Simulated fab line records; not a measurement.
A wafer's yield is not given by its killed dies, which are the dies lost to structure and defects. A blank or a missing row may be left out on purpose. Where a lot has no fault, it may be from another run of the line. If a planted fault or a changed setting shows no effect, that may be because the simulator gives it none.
Split-lot trial || flow rit-cmos || on a route of 202 steps: 5 lots, 27 wafers read

## SPLIT DETAILS
At RIT_CONTACT_CVD_00 (deposits SiO2 from TEOS, target thk 400 nm, time 61 s), the setting time-s was moved away from the recipe's 61 s on 12 of the 27 wafers read, by -44.2% to +39.6%. This setting was run at the recipe's value on the other wafers.

There is no step in the file separating the split from the reading.

## THE READING
Values of CONTACT_TEOS_THK in nm from RIT_CONTACT_THK_MEAS_01. Fault-free wafers of this fab line usually give 398 nm, standard deviation 7.2 nm.

{"wafer": "L076.1", "tool, chamber at the split": "pecvd-03, 1", "time-s as run, s": 34.04, "against the recipe": "-44.2%", "CONTACT_TEOS_THK, nm": 227, "against lot-mates on the recipe": -166}
{"wafer": "L076.2", "tool, chamber at the split": "pecvd-03, 0", "time-s as run, s": 61, "against the recipe": "recipe", "CONTACT_TEOS_THK, nm": 386, "against lot-mates on the recipe": "-"}
{"wafer": "L076.3", "tool, chamber at the split": "pecvd-03, 1", "time-s as run, s": 34.04, "against the recipe": "-44.2%", "CONTACT_TEOS_THK, nm": 226, "against lot-mates on the recipe": -167}
{"wafer": "L076.4", "tool, chamber at the split": "pecvd-03, 0", "time-s as run, s": 34.04, "against the recipe": "-44.2%", "CONTACT_TEOS_THK, nm": 219, "against lot-mates on the recipe": -174}
{"wafer": "L076.5", "tool, chamber at the split": "pecvd-03, 1", "time-s as run, s": 61, "against the recipe": "recipe", "CONTACT_TEOS_THK, nm": 401, "against lot-mates on the recipe": "-"}
{"wafer": "L076.6", "tool, chamber at the split": "pecvd-03, 0", "time-s as run, s": 61, "against the recipe": "recipe", "CONTACT_TEOS_THK, nm": 391, "against lot-mates on the recipe": "-"}
{"wafer": "L077.1", "tool, chamber at the split": "pecvd-04, 2", "time-s as run, s": 61, "against the recipe": "recipe", "CONTACT_TEOS_THK, nm": 392, "against lot-mates on the recipe": "-"}
{"wafer": "L077.2", "tool, chamber at the split": "pecvd-04, 0", "time-s as run, s": 61, "against the recipe": "recipe", "CONTACT_TEOS_THK, nm": 400, "against lot-mates on the recipe": "-"}
{"wafer": "L077.3", "tool, chamber at the split": "pecvd-04, 1", "time-s as run, s": 61, "against the recipe": "recipe", "CONTACT_TEOS_THK, nm": 402, "against lot-mates on the recipe": "-"}
{"wafer": "L077.4", "tool, chamber at the split": "pecvd-04, 2", "time-s as run, s": 85.14, "against the recipe": "+39.6%", "CONTACT_TEOS_THK, nm": 561, "against lot-mates on the recipe": "+163"}
{"wafer": "L077.5", "tool, chamber at the split": "pecvd-04, 1", "time-s as run, s": 85.14, "against the recipe": "+39.6%", "CONTACT_TEOS_THK, nm": 568, "against lot-mates on the recipe": "+170"}
{"wafer": "L077.6", "tool, chamber at the split": "pecvd-04, 0", "time-s as run, s": 85.14, "against the recipe": "+39.6%", "CONTACT_TEOS_THK, nm": 565, "against lot-mates on the recipe": "+167"}
{"wafer": "L079.1", "tool, chamber at the split": "pecvd-03, 0", "time-s as run, s": 61, "against the recipe": "recipe", "CONTACT_TEOS_THK, nm": 393, "against lot-mates on the recipe": "-"}
{"wafer": "L079.4", "tool, chamber at the split": "pecvd-03, 0", "time-s as run, s": 61, "against the recipe": "recipe", "CONTACT_TEOS_THK, nm": 397, "against lot-mates on the recipe": "-"}
{"wafer": "L079.6", "tool, chamber at the split": "pecvd-03, 1", "time-s as run, s": 61, "against the recipe": "recipe", "CONTACT_TEOS_THK, nm": 411, "against lot-mates on the recipe": "-"}
{"wafer": "L080.1", "tool, chamber at the split": "pecvd-04, 2", "time-s as run, s": 48.57, "against the recipe": "-20.4%", "CONTACT_TEOS_THK, nm": 312, "against lot-mates on the recipe": -84}
{"wafer": "L080.2", "tool, chamber at the split": "pecvd-04, 0", "time-s as run, s": 61, "against the recipe": "recipe", "CONTACT_TEOS_THK, nm": 392, "against lot-mates on the recipe": "-"}
{"wafer": "L080.3", "tool, chamber at the split": "pecvd-04, 1", "time-s as run, s": 61, "against the recipe": "recipe", "CONTACT_TEOS_THK, nm": 399, "against lot-mates on the recipe": "-"}
{"wafer": "L080.4", "tool, chamber at the split": "pecvd-04, 2", "time-s as run, s": 48.57, "against the recipe": "-20.4%", "CONTACT_TEOS_THK, nm": 313, "against lot-mates on the recipe": -83}
{"wafer": "L080.5", "tool, chamber at the split": "pecvd-04, 0", "time-s as run, s": 61, "against the recipe": "recipe", "CONTACT_TEOS_THK, nm": 398, "against lot-mates on the recipe": "-"}
{"wafer": "L080.6", "tool, chamber at the split": "pecvd-04, 1", "time-s as run, s": 48.57, "against the recipe": "-20.4%", "CONTACT_TEOS_THK, nm": 322, "against lot-mates on the recipe": -74}
{"wafer": "L084.1", "tool, chamber at the split": "pecvd-01, 2", "time-s as run, s": 61, "against the recipe": "recipe", "CONTACT_TEOS_THK, nm": 392, "against lot-mates on the recipe": "-"}
{"wafer": "L084.2", "tool, chamber at the split": "pecvd-01, 1", "time-s as run, s": 48.31, "against the recipe": "-20.8%", "CONTACT_TEOS_THK, nm": 315, "against lot-mates on the recipe": -81}
{"wafer": "L084.3", "tool, chamber at the split": "pecvd-01, 0", "time-s as run, s": 48.31, "against the recipe": "-20.8%", "CONTACT_TEOS_THK, nm": 304, "against lot-mates on the recipe": -92}
{"wafer": "L084.4", "tool, chamber at the split": "pecvd-01, 1", "time-s as run, s": 61, "against the recipe": "recipe", "CONTACT_TEOS_THK, nm": 404, "against lot-mates on the recipe": "-"}
{"wafer": "L084.5", "tool, chamber at the split": "pecvd-01, 0", "time-s as run, s": 61, "against the recipe": "recipe", "CONTACT_TEOS_THK, nm": 392, "against lot-mates on the recipe": "-"}
{"wafer": "L084.6", "tool, chamber at the split": "pecvd-01, 2", "time-s as run, s": 48.31, "against the recipe": "-20.8%", "CONTACT_TEOS_THK, nm": 321, "against lot-mates on the recipe": -75}

FIT RESULTS
A straight line over all 27 wafers: CONTACT_TEOS_THK changes by +4.06 nm for each +1% of time-s; r = +1.00; the points scatter about the line by 6.5 nm.
The same after taking each lot's own level away (the mean of its wafers on the recipe; 27 wafers): +4.01 nm for each +1%; r = +1.00; scatter 6.5 nm.
According to that fit, moving time-s by its largest amount changes the reading by 1.8e+02 nm.
Across the lots, their own levels run from 392.7 to 400.3 nm, a range of 1.1 times the standard deviation given above.
So the lot-to-lot level changes the slope little: the two slopes agree.
Check: with one of the wafers moved furthest among these (-44.2%) left out of the fit, the line predicts -177 nm for it against its lot-mates. It came out at -166 nm against them.

## THESE WAFERS: OTHER SPLITS
Before the reading, these wafers also passed through other splits. Each is held against what the fit with the lots' levels taken away leaves over:
{"other split on the same wafers": "RIT_ACTIVE_ETCH_13 time-s", "wafers away from the commonest value": 6, "r with CONTACT_TEOS_THK (lot level and that fit taken away)": "+0.34"}
{"other split on the same wafers": "RIT_GATE_ETCH_19 target-depth-a", "wafers away from the commonest value": 12, "r with CONTACT_TEOS_THK (lot level and that fit taken away)": "+0.19"}

## THE WHOLE CHAIN: every reading that the file lists as answering this split, in the file's order
{"step": "RIT_CONTACT_CVD_00", "what it does": "deposits SiO2 from TEOS, target thk 400 nm, time 61 s", "reading": "SiO2_of_CONTACT_CVD_00.thk-nm (the simulator's own value, which no gauge read)", "change (the file's fit)": "+3.98 nm for each +1% of the setting", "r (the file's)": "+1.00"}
{"step": "RIT_CONTACT_THK_MEAS_01", "what it does": "", "reading": "CONTACT_TEOS_THK", "change (the file's fit)": "+3.98 for each +1% of the setting", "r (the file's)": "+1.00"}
{"step": "RIT_CONTACT_ETCH_11", "what it does": "etches SiO2 in CHF3/CF4/Ar, stops on TiSi2, target depth 480 nm, time 320 s", "reading": "etch.depth-nm (the simulator's own value, which no gauge read)", "change (the file's fit)": "+3.14 nm for each +1% of the setting", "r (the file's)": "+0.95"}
{"step": "RIT_CONTACT_ETCH_11", "what it does": "etches SiO2 in CHF3/CF4/Ar, stops on TiSi2, target depth 480 nm, time 320 s", "reading": "CONTACT.feature-depth-nm (the simulator's own value, which no gauge read)", "change (the file's fit)": "+3.14 nm for each +1% of the setting", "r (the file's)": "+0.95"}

## THE FILE'S OWN FIT
CONTACT_TEOS_THK changes by +3.98 nm for each +1% of time-s, r = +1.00.
